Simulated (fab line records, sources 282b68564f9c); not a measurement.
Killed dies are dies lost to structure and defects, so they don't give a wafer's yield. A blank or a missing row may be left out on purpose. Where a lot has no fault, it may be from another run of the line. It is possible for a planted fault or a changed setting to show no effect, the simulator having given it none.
fab line records | flow rit-cmos
[record] lots = 6 | wafers = 18 | last-day = 7
route steps=202 shown SDANNEAL@156 PSD@157 NSD@158 PLDD@159 NLDD@160 SILICIDE@161 CONTACT@168 M1@202
lots that met no fault: from a run of the same line without faults
start-h: hours from the record's opening day to when the first of the lot's shown wafers began | wait-h: hours from the lot's prior step to this one | " identical to the entry in the row above | L1.1+2: one row covering several wafers at once | - either no value or no given start | * or withheld: withheld | < > ~ a bound
route shown NAME@n: a module of which the file shows steps, and the number in the route of the first | usual: mean/standard deviation taken from wafers without a fault | same: alike in all rows | chamber/n: place in a boat | sites: per-site readings | _std_site: the values' standard deviation | _edge_site: outer sites' mean less inner sites' | radius-mm: how far each site lies from the wafer's centre | mask NAME#n: copy n | behind: tool/chamber where the wafer was last shaped | hold: why the lot went on hold/how many hours it stayed there/how the hold came to an end | device: names the non-switching transistor (n, p or np) | end of line: the tests these same wafers got at the end of their route | a step with no rows: only its recipe | killed: the dies lost at the first sort to structure and to defects; this is not the yield of the wafer | map: shows each die of a wafer: x if killed, . if not, _ if none is there
set.NAME: the run value of the setting; set.NAME@STEP: its run value at that earlier step | model.NAME: the simulator's own value behind a step, which no gauge read
lots at some steps of the route; a table a step, a row a wafer
services: the hour from which a tool's chamber was out of use, counted from the record's first day as start-h (under 0 if before that day), plus the number of hours and why
[[steps]]
[step RIT_SDANNEAL_RTA_03]
[recipe] temp-c = 1050 | time-s = 5 | idle-temp-c = 600 | ramp-up-c-per-s = 342 | ramp-down-c-per-s = 171 | cool-to-c = 600 | ambient = N2
[usual] wafer_temp_C_max = 1053.4/0.99
lot.wafer | tool          | chamber | start-h | wait-h | wafer_temp_C_max
L988.3    | rtp-anneal-01 | 0       | 89.71   | 0.0    | 1055.2
L988.4    | "             | 0       | "       | "      | 1053.5
L988.6    | "             | 0       | "       | "      | 1052.1
L990.2    | rtp-anneal-01 | 0       | 97.33   | 0.0    | 1054.7
L990.5    | "             | 0       | "       | "      | 1054.5
L990.6    | "             | 0       | "       | "      | 1052.8
L992.2    | rtp-anneal-01 | 0       | 114.70  | 0.0    | 1052.1
L992.3    | "             | 0       | "       | "      | 1052.3
L992.4    | "             | 0       | "       | "      | 1056.7
L100.2    | rtp-anneal-01 | 0       | 149.57  | 0.0    | 1053.1
L100.4    | "             | 0       | "       | "      | 1054.7
L100.5    | "             | 0       | "       | "      | 1054.5
L103.2    | rtp-anneal-02 | 0       | 160.11  | 0.0    | 1052.4
L103.3    | "             | 0       | "       | "      | 1052.9
L103.6    | "             | 0       | "       | "      | 1052.8
L104.3    | rtp-anneal-01 | 0       | 164.43  | 0.0    | 1053.9
L104.4    | "             | 0       | "       | "      | 1053.4
L104.5    | "             | 0       | "       | "      | 1053.0
[step RIT_SDANNEAL_RS_MEAS_04]
[recipe] thk-meas-gauge = four-point-probe
[usual] PSD_RS = 115.9/0.33
lot.wafer | tool          | chamber | start-h | wait-h | PSD_RS[ohm/sq]
L988.3    | film-metro-01 | -       | 89.78   | 0.1    | 115.3
L988.4    | "             | -       | "       | "      | 115.0
L988.6    | "             | -       | "       | "      | 114.9
L990.2    | film-metro-03 | -       | 97.39   | 0.1    | 116.1
L990.5    | "             | -       | "       | "      | 116.1
L990.6    | "             | -       | "       | "      | 116.6
L992.2    | film-metro-03 | -       | 114.77  | 0.1    | 116.5
L992.3    | "             | -       | "       | "      | 116.4
L992.4    | "             | -       | "       | "      | 116.1
L100.2    | film-metro-01 | -       | 149.64  | 0.1    | 116.1
L100.4    | "             | -       | "       | "      | 115.8
L100.5    | "             | -       | "       | "      | 115.6
L103.2    | film-metro-01 | -       | 160.18  | 0.1    | 115.7
L103.3    | "             | -       | "       | "      | 115.9
L103.6    | "             | -       | "       | "      | 115.7
L104.3    | film-metro-01 | -       | 164.51  | 0.1    | 115.6
L104.4    | "             | -       | "       | "      | 116.0
L104.5    | "             | -       | "       | "      | 115.7
[step RIT_SDANNEAL_RS_MEAS_05]
[recipe] thk-meas-gauge = four-point-probe
[usual] NSD_RS = 83.05/0.28
lot.wafer | tool          | chamber | start-h | wait-h | NSD_RS[ohm/sq]
L988.3    | film-metro-01 | -       | 89.90   | 0.1    | 82.89
L988.4    | "             | -       | "       | "      | 83.09
L988.6    | "             | -       | "       | "      | 82.89
L990.2    | film-metro-03 | -       | 97.51   | 0.1    | 83.65
L990.5    | "             | -       | "       | "      | 83.33
L990.6    | "             | -       | "       | "      | 83.52
L992.2    | film-metro-03 | -       | 114.89  | 0.1    | 82.99
L992.3    | "             | -       | "       | "      | 83.01
L992.4    | "             | -       | "       | "      | 83.06
L100.2    | film-metro-01 | -       | 149.76  | 0.1    | 82.70
L100.4    | "             | -       | "       | "      | 82.85
L100.5    | "             | -       | "       | "      | 83.00
L103.2    | film-metro-01 | -       | 160.30  | 0.1    | 82.65
L103.3    | "             | -       | "       | "      | 82.77
L103.6    | "             | -       | "       | "      | 82.66
L104.3    | film-metro-01 | -       | 164.63  | 0.1    | 82.81
L104.4    | "             | -       | "       | "      | 82.65
L104.5    | "             | -       | "       | "      | 83.12
[step RIT_SDANNEAL_RS_MEAS_06]
[recipe] thk-meas-gauge = four-point-probe
[usual] PLDD_RS = 180.2/0.58
lot.wafer | tool          | chamber | start-h | wait-h | PLDD_RS[ohm/sq]
L988.3    | film-metro-01 | -       | 90.02   | 0.1    | 179.5
L988.4    | "             | -       | "       | "      | 179.1
L988.6    | "             | -       | "       | "      | 179.1
L990.2    | film-metro-03 | -       | 97.63   | 0.1    | 180.2
L990.5    | "             | -       | "       | "      | 180.4
L990.6    | "             | -       | "       | "      | 179.9
L992.2    | film-metro-03 | -       | 115.01  | 0.1    | 180.8
L992.3    | "             | -       | "       | "      | 180.7
L992.4    | "             | -       | "       | "      | 180.5
L100.2    | film-metro-01 | -       | 149.88  | 0.1    | 179.9
L100.4    | "             | -       | "       | "      | 180.0
L100.5    | "             | -       | "       | "      | 179.8
L103.2    | film-metro-01 | -       | 160.42  | 0.1    | 179.6
L103.3    | "             | -       | "       | "      | 179.8
L103.6    | "             | -       | "       | "      | 179.6
L104.3    | film-metro-01 | -       | 164.75  | 0.1    | 179.9
L104.4    | "             | -       | "       | "      | 179.8
L104.5    | "             | -       | "       | "      | 180.0
[step RIT_SDANNEAL_RS_MEAS_07]
[recipe] thk-meas-gauge = four-point-probe
[usual] NLDD_RS = 151.7/0.59
lot.wafer | tool          | chamber | start-h | wait-h | NLDD_RS[ohm/sq]
L988.3    | film-metro-01 | -       | 90.14   | 0.1    | 150.9
L988.4    | "             | -       | "       | "      | 150.4
L988.6    | "             | -       | "       | "      | 150.9
L990.2    | film-metro-03 | -       | 97.75   | 0.1    | 152.0
L990.5    | "             | -       | "       | "      | 151.8
L990.6    | "             | -       | "       | "      | 151.9
L992.2    | film-metro-03 | -       | 115.13  | 0.1    | 152.6
L992.3    | "             | -       | "       | "      | 152.4
L992.4    | "             | -       | "       | "      | 152.8
L100.2    | film-metro-01 | -       | 150.00  | 0.1    | 151.3
L100.4    | "             | -       | "       | "      | 151.9
L100.5    | "             | -       | "       | "      | 151.4
L103.2    | film-metro-01 | -       | 160.54  | 0.1    | 152.0
L103.3    | "             | -       | "       | "      | 151.7
L103.6    | "             | -       | "       | "      | 151.4
L104.3    | film-metro-01 | -       | 164.87  | 0.1    | 152.1
L104.4    | "             | -       | "       | "      | 152.0
L104.5    | "             | -       | "       | "      | 151.8
[step RIT_SILICIDE_WET_ETCH_00]
[recipe] chemistry = BOE | target = SiO2 | target-depth-nm = 14 | time-s = 15 | dry = n2-spin | dilution = 10:1 | temp-c = 21.5
[step RIT_SILICIDE_SPUTTER_01]
[recipe] material = Ti | target-thk-nm = 30 | power-w = 350 | chamber-pressure-pa = 0.667 | gas = Ar | time-s = 240 | substrate-temp-c = 25
[usual] throttle-valve-pct = 30.3/0.63
lot.wafer | tool           | chamber | start-h | wait-h | throttle-valve-pct
L988.3    | pvd-sputter-01 | -       | 90.24   | 0.0    | 29.4
L988.4    | "              | -       | "       | "      | 30.1
L988.6    | "              | -       | "       | "      | 29.2
L990.2    | pvd-sputter-04 | -       | 97.87   | 0.0    | 30.1
L990.5    | "              | -       | "       | "      | 30.3
L990.6    | "              | -       | "       | "      | 31.9
L992.2    | pvd-sputter-01 | -       | 115.25  | 0.0    | 30.1
L992.3    | "              | -       | "       | "      | 31.2
L992.4    | "              | -       | "       | "      | 29.7
L100.2    | pvd-sputter-01 | -       | 150.11  | 0.0    | 31.2
L100.4    | "              | -       | "       | "      | 30.2
L100.5    | "              | -       | "       | "      | 29.4
L103.2    | pvd-sputter-02 | -       | 160.65  | 0.0    | 30.0
L103.3    | "              | -       | "       | "      | 30.3
L103.6    | "              | -       | "       | "      | 29.9
L104.3    | pvd-sputter-02 | -       | 164.96  | 0.0    | 31.2
L104.4    | "              | -       | "       | "      | 29.9
L104.5    | "              | -       | "       | "      | 29.9
[step RIT_SILICIDE_RS_MEAS_02]
[recipe] thk-meas-gauge = four-point-probe | reads = Ti_of_SILICIDE_SPUTTER_01
[usual] SILICIDE_TI_RS = 47.6/0.62
lot.wafer | tool          | chamber | start-h | wait-h | SILICIDE_TI_RS[ohm/sq]
L988.3    | film-metro-03 | -       | 90.43   | 0.1    | 48.0
L988.4    | "             | -       | "       | "      | 47.9
L988.6    | "             | -       | "       | "      | 47.8
L990.2    | film-metro-01 | -       | 98.04   | 0.1    | 48.1
L990.5    | "             | -       | "       | "      | 46.9
L990.6    | "             | -       | "       | "      | 48.1
L992.2    | film-metro-01 | -       | 115.42  | 0.1    | 47.3
L992.3    | "             | -       | "       | "      | 47.3
L992.4    | "             | -       | "       | "      | 47.6
L100.2    | film-metro-01 | -       | 150.28  | 0.1    | 47.2
L100.4    | "             | -       | "       | "      | 46.6
L100.5    | "             | -       | "       | "      | 47.2
L103.2    | film-metro-02 | -       | 160.82  | 0.1    | 46.4
L103.3    | "             | -       | "       | "      | 47.6
L103.6    | "             | -       | "       | "      | 47.4
L104.3    | film-metro-02 | -       | 165.15  | 0.1    | 48.7
L104.4    | "             | -       | "       | "      | 48.6
L104.5    | "             | -       | "       | "      | 48.2
[step RIT_SILICIDE_THK_MEAS_03]
[recipe] thk-meas-gauge = xrf | reads = Ti_of_SILICIDE_SPUTTER_01
[usual] SILICIDE_TI_THK = 29.7/0.32
lot.wafer | tool          | chamber | start-h | wait-h | SILICIDE_TI_THK[nm]
L988.3    | film-metro-03 | -       | 90.53   | 0.1    | 29.6
L988.4    | "             | -       | "       | "      | 29.7
L988.6    | "             | -       | "       | "      | 29.8
L990.2    | film-metro-01 | -       | 98.15   | 0.1    | 29.4
L990.5    | "             | -       | "       | "      | 30.1
L990.6    | "             | -       | "       | "      | 29.6
L992.2    | film-metro-01 | -       | 115.53  | 0.1    | 30.0
L992.3    | "             | -       | "       | "      | 29.8
L992.4    | "             | -       | "       | "      | 29.8
L100.2    | film-metro-01 | -       | 150.39  | 0.1    | 29.9
L100.4    | "             | -       | "       | "      | 30.2
L100.5    | "             | -       | "       | "      | 29.9
L103.2    | film-metro-02 | -       | 160.93  | 0.1    | 30.3
L103.3    | "             | -       | "       | "      | 29.8
L103.6    | "             | -       | "       | "      | 29.9
L104.3    | film-metro-02 | -       | 165.25  | 0.1    | 29.2
L104.4    | "             | -       | "       | "      | 29.1
L104.5    | "             | -       | "       | "      | 29.4
[step RIT_SILICIDE_RTA_04]
[recipe] temp-c = 650 | time-s = 10 | idle-temp-c = 25 | ramp-up-s = 5 | ramp-down-s = 5 | cool-to-c = 25 | ambient = N2
[usual] wafer_temp_C_max = 653.6/1.7
lot.wafer | tool          | chamber | start-h | wait-h | wafer_temp_C_max
L988.3    | rtp-anneal-02 | 0       | 90.59   | 0.1    | 655.4
L988.4    | "             | 0       | "       | "      | 656.2
L988.6    | "             | 0       | "       | "      | 654.1
L990.2    | rtp-anneal-02 | 0       | 98.21   | 0.1    | 655.8
L990.5    | "             | 0       | "       | "      | 655.7
L990.6    | "             | 0       | "       | "      | 655.3
L992.2    | rtp-anneal-02 | 0       | 115.59  | 0.1    | 655.8
L992.3    | "             | 0       | "       | "      | 655.3
L992.4    | "             | 0       | "       | "      | 654.4
L100.2    | rtp-anneal-02 | 0       | 150.45  | 0.1    | 653.6
L100.4    | "             | 0       | "       | "      | 654.4
L100.5    | "             | 0       | "       | "      | 656.3
L103.2    | rtp-anneal-01 | 0       | 160.99  | 0.1    | 652.4
L103.3    | "             | 0       | "       | "      | 651.5
L103.6    | "             | 0       | "       | "      | 651.6
L104.3    | rtp-anneal-02 | 0       | 165.31  | 0.1    | 654.9
L104.4    | "             | 0       | "       | "      | 655.2
L104.5    | "             | 0       | "       | "      | 655.2
[step RIT_SILICIDE_WET_ETCH_05]
[recipe] chemistry = SPM | target = Ti | temp-c = 90 | time-s = 120 | dry = n2-spin
[step RIT_SILICIDE_RTA_06]
[recipe] temp-c = 750 | time-s = 10 | idle-temp-c = 25 | ramp-up-s = 5 | ramp-down-s = 10 | cool-to-c = 25 | ambient = N2
[usual] wafer_temp_C_max = 754.1/1.9
lot.wafer | tool          | chamber | start-h | wait-h | wafer_temp_C_max
L988.3    | rtp-anneal-01 | 0       | 90.70   | 0.0    | 752.7
L988.4    | "             | 0       | "       | "      | 753.0
L988.6    | "             | 0       | "       | "      | 753.1
L990.2    | rtp-anneal-01 | 0       | 98.32   | 0.0    | 752.2
L990.5    | "             | 0       | "       | "      | 752.3
L990.6    | "             | 0       | "       | "      | 752.4
L992.2    | rtp-anneal-01 | 0       | 115.69  | 0.0    | 752.2
L992.3    | "             | 0       | "       | "      | 751.6
L992.4    | "             | 0       | "       | "      | 752.6
L100.2    | rtp-anneal-01 | 0       | 150.57  | 0.0    | 751.8
L100.4    | "             | 0       | "       | "      | 753.5
L100.5    | "             | 0       | "       | "      | 752.4
L103.2    | rtp-anneal-02 | 0       | 161.10  | 0.0    | 755.3
L103.3    | "             | 0       | "       | "      | 754.7
L103.6    | "             | 0       | "       | "      | 757.6
L104.3    | rtp-anneal-01 | 0       | 165.42  | 0.0    | 752.2
L104.4    | "             | 0       | "       | "      | 752.4
L104.5    | "             | 0       | "       | "      | 752.3
[step RIT_CONTACT_CVD_00]
[recipe] material = SiO2 | target-thk-nm = 400 | precursor = TEOS | temp-c = 390 | time-s = 61 | rf-w = 400
[usual] heater-power-w = 342/69
lot.wafer | tool     | chamber | start-h | wait-h | heater-power-w
L988.3    | pecvd-04 | 1       | 90.74   | 0.0    | 395
L988.4    | "        | 1       | "       | "      | 405
L988.6    | "        | 2       | "       | "      | 335
L990.2    | pecvd-03 | 1       | 98.37   | 0.0    | 235
L990.5    | "        | 1       | "       | "      | 249
L990.6    | "        | 2       | "       | "      | 423
L992.2    | pecvd-03 | 1       | 115.75  | 0.0    | 280
L992.3    | "        | 2       | "       | "      | 393
L992.4    | "        | 1       | "       | "      | 282
L100.2    | pecvd-04 | 0       | 150.62  | 0.0    | 199
L100.4    | "        | 2       | "       | "      | 339
L100.5    | "        | 1       | "       | "      | 370
L103.2    | pecvd-04 | 0       | 161.16  | 0.0    | 279
L103.3    | "        | 2       | "       | "      | 344
L103.6    | "        | 1       | "       | "      | 353
L104.3    | pecvd-03 | 1       | 165.47  | 0.0    | 290
L104.4    | "        | 0       | "       | "      | 356
L104.5    | "        | 1       | "       | "      | 212
[step RIT_CONTACT_THK_MEAS_01]
[recipe] reads = SiO2_of_CONTACT_CVD_00
[usual] CONTACT_TEOS_THK = 402/4.9
lot.wafer | tool          | chamber | start-h | wait-h | CONTACT_TEOS_THK[nm]
L988.3    | film-metro-01 | -       | 90.81   | 0.0    | 397
L988.4    | "             | -       | "       | "      | 405
L988.6    | "             | -       | "       | "      | 400
L990.2    | film-metro-02 | -       | 98.43   | 0.0    | 399
L990.5    | "             | -       | "       | "      | 402
L990.6    | "             | -       | "       | "      | 404
L992.2    | film-metro-02 | -       | 115.81  | 0.0    | 400
L992.3    | "             | -       | "       | "      | 400
L992.4    | "             | -       | "       | "      | 405
L100.2    | film-metro-02 | -       | 150.68  | 0.0    | 360
L100.4    | "             | -       | "       | "      | 403
L100.5    | "             | -       | "       | "      | 402
L103.2    | film-metro-04 | -       | 161.22  | 0.0    | 369
L103.3    | "             | -       | "       | "      | 405
L103.6    | "             | -       | "       | "      | 415
L104.3    | film-metro-02 | -       | 165.54  | 0.0    | 402
L104.4    | "             | -       | "       | "      | 412
L104.5    | "             | -       | "       | "      | 410
[step RIT_CONTACT_HMDS_02]
[recipe] prime-time-s = 60 | prime-temp-c = 140
[step RIT_M1_PROBE_99]
[usual] killed-at-contacts = 0.1/0.29 | killed-at-front-end = 7/3 | killed-dies = 7/3 | killed-open = 3.2/2 | killed-short = 3.5/2.1
[same] gross-dies = 264 | killed_at_M0_to_M3 = 0 | killed_at_M4_up = 0 | killed-at-back-side = 0 | killed-at-other = 0
lot.wafer | tool      | chamber | start-h | wait-h | killed-at-contacts | killed-at-front-end | killed-dies | killed-open | killed-short
L992.2    | prober-01 | -       | 122.67  | 0.1    | 0                  | 7                   | 7           | 5           | 2
L992.3    | prober-01 | -       | 122.72  | 0.2    | 0                  | 4                   | 4           | 2           | 2
L992.4    | prober-01 | -       | 122.77  | 0.2    | 0                  | 9                   | 9           | 7           | 2
// killed by level:class
L992.2 FOX1:geometric-particle:open=1 FOX1:geometric-particle:short=1 GATE:geometric-particle:open=1 REOX:geometric-particle:short=1 REOX:geometric-particle:open=1 SPACER:geometric-particle:open=1 SILICIDE:geometric-particle:open=1
L992.3 FOX2:geometric-particle:open=1 GATE:geometric-particle:open=1 GATE:geometric-particle:short=1 SPACER:geometric-particle:short=1
L992.4 FOX1:geometric-particle:open=3 FOX1:geometric-particle:short=1 GATE:geometric-particle:open=1 GATE:geometric-particle:short=1 REOX:geometric-particle:open=1 SPACER:geometric-particle:open=1 SILICIDE:geometric-particle:open=1
[[services]]
tool           | chamber | start-h | hours | kind
pecvd-03       | -       | 70.33   | 0.7   | repair
pecvd-03       | -       | 99.95   | 0.9   | repair
pecvd-03       | -       | 102.10  | 5.5   | pm
pvd-sputter-04 | -       | 108.99  | 6.9   | repair
pecvd-03       | 1       | 124.79  | 4.8   | repair
pecvd-04       | 0       | 130.52  | 14.1  | repair
pvd-sputter-01 | -       | 159.48  | 7.6   | repair
[[key]]
[first-sign] step = RIT_CONTACT_THK_MEAS_01 | reading = CONTACT_TEOS_THK | direction = down | sigmas = 7.6 | usual = 402 | struck = 364
effect none on later readings
met-at RIT_CONTACT_CVD_00
struck-wafers L100.2,L103.2
tester-left-out L100,L103
[fault] kind = site-profile-drift | tool = pecvd-04 | chamber = 0 | onset-h = 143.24 | steps = RIT_CONTACT_CVD_00 | basis = fraction | max-abs-drift = 0.18356 | slope-share-per-hr = 91.779 | site-pattern = 0,0,0,0,0,-1,-1,-1,-1
// tester-left-out: of these lots the tester's yield and bins aren't shown, on N5 and GAA mostly nor the transistor test; their killed dies are dies lost to structure and defects alone, not to doping, threshold or leakage, so they don't give the yield
